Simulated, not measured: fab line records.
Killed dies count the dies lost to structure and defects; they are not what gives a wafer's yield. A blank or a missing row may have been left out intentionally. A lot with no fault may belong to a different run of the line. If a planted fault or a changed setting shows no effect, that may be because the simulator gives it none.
The same fault as seen by 2 desks -- flow berkeleyCmos170 -- what lay behind the numbers comes last; until then each desk has only its own

TOOL OWNER'S DESK, cmp-01
The tool's own readings at UCB170_V2_CMP_02 (polishes SiO2): means of the sampled wafers that have a number, for each lot that ran on this tool. Marked OUT: a lot whose mean sits more than 4 standard deviations from the usual mean, which makes it out of limits; the brackets give that distance.
Columns: A = motorCurrentA at UCB170_V2_CMP_02, usual 15.9 A
lot,first seen here,A
L172,day 7 14:31,15.0
L174,day 7 15:00,14.8
L178,day 8 21:06,15.7
L180,day 9 12:30,14.4
L185,day 10 13:16,16.7
L187,day 10 13:52,16.9
This desk found nothing out of limits on any of the 6 lots.

THE METROLOGY DESK
What the gauges read for every lot (on any tool): the sampled wafers with a number, averaged. Marked OUT: a lot whose mean sits more than 4 standard deviations from the usual mean, which makes it out of limits; the brackets give that distance.
Columns: A = cdNm at UCB170_V1_CD_MEAS_12, usual 700.1 nm; B = cdNm at UCB170_V1_CD_MEAS_90, usual 700.3 nm; C = cdNm at UCB170_M2_CD_MEAS_90, usual 703 nm; D = V2_BOW at UCB170_V2_BOW_MEAS_03, usual 38 um; E = V2_POLISHED_THK at UCB170_V2_THK_MEAS_04, usual 999.7 nm
lot,first seen here,A,B,C,D,E
L173,day 7 06:24,698.0,698.3,699,45,998.7
L172,day 7 10:11,702.0,702.1,710,39,999.8
L174,day 7 10:44,700.0,700.8,702,40,1000.9
L177,day 8 07:13,701.2,701.9,697,37,998.5
L178,day 8 17:25,698.9,700.1,710,40,1001.0
L179,day 9 04:10,700.3,701.6,705,35,999.3
L181,day 9 04:28,701.2,700.9,703,32,999.6
L180,day 9 06:02,701.9,702.1,699,41,999.4
L182,day 9 06:18,697.3,696.5,703,39,1000.6
L185,day 10 08:59,701.2,700.3,705,38,914.6 (-53) OUT
L187,day 10 09:17,700.9,701.4,705,39,914.9 (-53) OUT
L195,day 11 19:25,699.8,699.3,704,36,999.9
L193,day 11 19:50,700.9,701.8,700,38,1000.3
L194,day 11 20:06,698.5,697.6,695,37,999.5
This desk finds L185, L187 out of limits, with the earliest case on L187 at day 10 17:15 (V2_POLISHED_THK at UCB170_V2_THK_MEAS_04). In limits: L173, L172, L174, L177, L178, L179, L181, L180, L182, L195, L193, L194.

ALL TOGETHER
Metrology desk: alarm possible at day 10 17:15 on L185, L187.
The desk of the tool owner found nothing out of limits.
Tool owner's desk: L185, L187 on record, inside its limits.
Of the lots named, all ran UCB170_V2_CMP_02 on cmp-01.

WHAT THE SIMULATOR PUT IN
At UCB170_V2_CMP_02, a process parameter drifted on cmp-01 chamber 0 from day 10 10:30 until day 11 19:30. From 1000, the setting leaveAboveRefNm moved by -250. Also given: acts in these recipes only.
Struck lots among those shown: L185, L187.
Delay in hours, fault start to first out-of-limits reading, per desk: metrology desk 7.
